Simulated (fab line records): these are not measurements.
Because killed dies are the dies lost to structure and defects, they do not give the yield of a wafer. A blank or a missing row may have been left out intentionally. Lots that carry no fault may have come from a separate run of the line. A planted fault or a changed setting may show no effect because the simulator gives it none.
The tool behind it: which one? | flow ritCmos | Sampling: 14 lots, 42 wafers, 2 of 202 route steps

== WHAT THE GAUGES READ, wafer by wafer ==
Not one reading of a measure or inspect step in the record can be checked against a usual standard deviation.

== WHAT TOOL EACH LOT RAN ON (gives the tool, then ch and the chambers of the sampled wafers, and finally the start) ==
lot  | RIT_NRETRO_DEVELOP_05           | RIT_M1_PROBE_99
L542 | lithoTrack-01 ch 0, day 2 13:00 | prober-01, day 3 20:29
L543 | lithoTrack-04 ch 0, day 2 17:00 | -
L544 | lithoTrack-02 ch 0, day 2 23:00 | -
L545 | lithoTrack-02 ch 0, day 3 02:00 | -
L546 | lithoTrack-01 ch 0, day 3 07:00 | -
L547 | lithoTrack-04 ch 0, day 3 14:00 | prober-02, day 5 10:56
L548 | lithoTrack-04 ch 0, day 4 02:00 | -
L549 | lithoTrack-04 ch 0, day 4 17:00 | -
L550 | lithoTrack-01 ch 0, day 4 17:00 | -
L552 | lithoTrack-02 ch 0, day 4 22:00 | -
L551 | lithoTrack-04 ch 0, day 4 22:00 | prober-01, day 6 14:25
L553 | lithoTrack-04 ch 0, day 4 23:00 | -
L564 | lithoTrack-04 ch 0, day 6 21:00 | -
L565 | lithoTrack-04 ch 0, day 7 01:00 | -
- RIT_NRETRO_DEVELOP_05: develop time 68 s.
- RIT_M1_PROBE_99

== AS READ BY THE TOOLS THEMSELVES (means over the sampled wafers that have a number; for cases with no such wafer, the mark the record gives instead) ==
RIT_NRETRO_DEVELOP_05. Usual: developerTempC at 22.99 C, with a standard deviation of 0.11.
lot  | tool          | developerTempC (C) | flag
L542 | lithoTrack-01 | 22.97              | 
L543 | lithoTrack-04 | 22.98              | 
L544 | lithoTrack-02 | 22.95              | 
L545 | lithoTrack-02 | 22.84              | 
L546 | lithoTrack-01 | 22.91              | 
L547 | lithoTrack-04 | 22.91              | 
L548 | lithoTrack-04 | 23.05              | 
L549 | lithoTrack-04 | 22.93              | 
L550 | lithoTrack-01 | 23.07              | 
L552 | lithoTrack-02 | 22.91              | 
L551 | lithoTrack-04 | 23.21              | 
L553 | lithoTrack-04 | 22.98              | 
L564 | lithoTrack-04 | 25.36              | OFF
L565 | lithoTrack-04 | 25.24              | OFF

RIT_M1_PROBE_99. Usual: killedAtContacts 0.1, standard deviation 0.23; killedAtFrontEnd 6.7, standard deviation 2.9; killedDies 6.8, standard deviation 2.9; killedOnRim 1.9, standard deviation 1.4; killedOpen 3.5, standard deviation 2.1; killedShort 3.2, standard deviation 1.9.
lot  | tool      | killedAtContacts | killedAtFrontEnd | killedDies | killedOnRim | killedOpen | killedShort | flag
L542 | prober-01 | 0.0              | 7.0              | 7.0        | 3.0         | 3.7        | 3.3         | 
L547 | prober-02 | 0.0              | 6.7              | 6.7        | 1.0         | 3.3        | 3.3         | 
L551 | prober-01 | 0.0              | 4.3              | 4.3        | 2.0         | 2.7        | 1.7         | 

== THE ANSWER, worked out from the rows above alone ==
Rule: lot off if the mean of its wafers having a number is beyond 3 standard deviations from the usual mean. Also off: a lot with no number at a reading for which 4 or more lots have one. All remaining lots with rows at the step are treated as sound. The gauges are gone through in route order, then the tools' own readings, and for those a lot's mean is taken as printed above. The first step at which some lot is off is used, and at that step the reading that is off furthest; a lot without a number counts as furthest.
Off: L564, L565, at RIT_NRETRO_DEVELOP_05 (developerTempC).
A tool fits if, at that step or a process step before it, it ran every lot that is off, and no sound lot after the first of them. One fits: RIT_NRETRO_DEVELOP_05 on lithoTrack-04. A fault onset in the window from L553 (day 4 23:00, its last sound lot) to L564 (day 6 21:00, its first lot off) fits.
The tool's own readings at RIT_NRETRO_DEVELOP_05 bear it out: on the lots that are off they differ by more than 5 times the standard deviation of the sound lots' means. developerTempC reads 25.30 C there against 22.98 C on the sound lots.

== WHAT THE SIMULATOR HAD PUT IN ==
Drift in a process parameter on lithoTrack-04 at RIT_NRETRO_DEVELOP_05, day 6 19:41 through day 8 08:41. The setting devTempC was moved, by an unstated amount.
Lots struck among those shown: L564, L565. The rule given above showed the same thing.
